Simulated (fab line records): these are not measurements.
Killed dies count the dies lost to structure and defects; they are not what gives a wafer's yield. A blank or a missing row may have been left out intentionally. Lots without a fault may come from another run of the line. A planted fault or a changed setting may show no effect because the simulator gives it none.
8D (eight disciplines) problem report, filled in by code + flow berkeley-cmos170 + the parts of the form that need people (team, actions taken, sign-off) are left out

## 1. THE PROBLEM
Wafers free of any fault read 698 nm (standard deviation 5.5) for CONTACT_PSG_THK at UCB170_CONTACT_THK_MEAS_02, against a mean of 763 nm on 6 wafers of 2 lots. Measured from the usual mean, that is +12 standard deviations.
The first sign was on wafer L379.1 at day 10 18:19, on film-metro-02. At this step, 42 wafers from 14 lots have a number in the record. By rule, "out" or "out of limits" means more than 4 standard deviations away from the usual mean. The rest of the wafers with a number are treated as sound.

## 2. WHAT THIS IS AND IS NOT
| question                    | is                     | is not                                                                                                         |
|-----------------------------|------------------------|----------------------------------------------------------------------------------------------------------------|
| which readings at this step | CONTACT_PSG_THK        | -                                                                                                              |
| which lots                  | L379, L380             | L371, L373, L374, L375, L385, L386, L388, L389, L391, L392, L393, L394                                         |
| which wafers of those lots  | all that have a number | -                                                                                                              |
| read on which gauges        | film-metro-02          | film-metro-03, film-metro-04                                                                                   |
| when                        | from day 10 18:19      | up to then (12 sound wafers); but 24 sound wafers of L385, L386, L388, L389, L391, L392, L393, L394 came after |

## 3. WHAT RULES OUT EACH SUSPECT
Counting: a tool at a process step up to the reading stays a suspect if it ran every lot that is out and no sound lot after the first of them.
- ruled out: the gauge at UCB170_CONTACT_THK_MEAS_02. All the wafers that are out were read on film-metro-02, but those of them that UCB170_CONTACT_CVD_01 has rows for are out there too, on other tools.
- rtp-anneal-02 at UCB170_SDANNEAL_RTA_00 (time 10 s): ruled out as a lasting fault. The sound lots L388, L391, L393 went through it after L379, its earliest lot that is out (day 10 15:23).
- lpcvd-02 at UCB170_CONTACT_CVD_01 (deposits PSG from SiH4/O2/PH3, target thk 700 nm, time 2820 s): ruled out as a lasting fault. The sound lots L392, L393, L394 went through it after L379, its earliest lot that is out (day 10 16:32).
Left after counting: nothing in the record.

## 4. THE CAUSE (what the simulator had put in)
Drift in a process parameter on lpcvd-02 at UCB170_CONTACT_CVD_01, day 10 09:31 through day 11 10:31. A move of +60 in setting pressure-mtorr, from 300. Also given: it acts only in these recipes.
The count ruled it out by mistake, since the rule takes a fault to strike every lot its tool runs from the start of the fault on, and this one did not do so.

## 5. THE EFFECT CHAIN, in route order
Each row: a reading whose mean over the struck wafers that have a number lies more than 3 standard deviations from the usual. Scope: only readings with a usual standard deviation given in the record; hours: median across lots of the time from each lot's start at the first step in this table that gives one to its start at this step; sigmas: change in usual standard deviations.
| hours | step                       | reading         | usual       | on struck wafers | change | sigmas      |
|-------|----------------------------|-----------------|-------------|------------------|--------|-------------|
| 0     | UCB170_CONTACT_CVD_01      | pressure-mtorr  | 299.9 mTorr | 359.8            | +59.9  | +99 or more |
| 2     | UCB170_CONTACT_THK_MEAS_02 | CONTACT_PSG_THK | 698 nm      | 763              | +65    | +12         |
| -     | UCB170_CONTACT_ETCH_18     | oes-product-au  | 0.891 a.u.  | 0.940            | +0.049 | +4.4        |
It contains these process steps:
- UCB170_CONTACT_CVD_01: deposits PSG from SiH4/O2/PH3, target thk 700 nm, time 2820 s.
- UCB170_CONTACT_ETCH_18: etches PSG in CHF3/CF4/Ar, stops on TiSi2, target depth 840 nm, time 195 s.

## 6. WHAT WOULD HAVE CAUGHT IT SOONER
In this record the first reading out of limits at a measuring or inspecting step was taken at day 10 18:19, 9 hours after the fault began at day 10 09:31.
Tool's own readings at UCB170_CONTACT_CVD_01, pressure-mtorr: out on all struck wafers the step has rows for; an alarm limit on them would have tripped on the first.
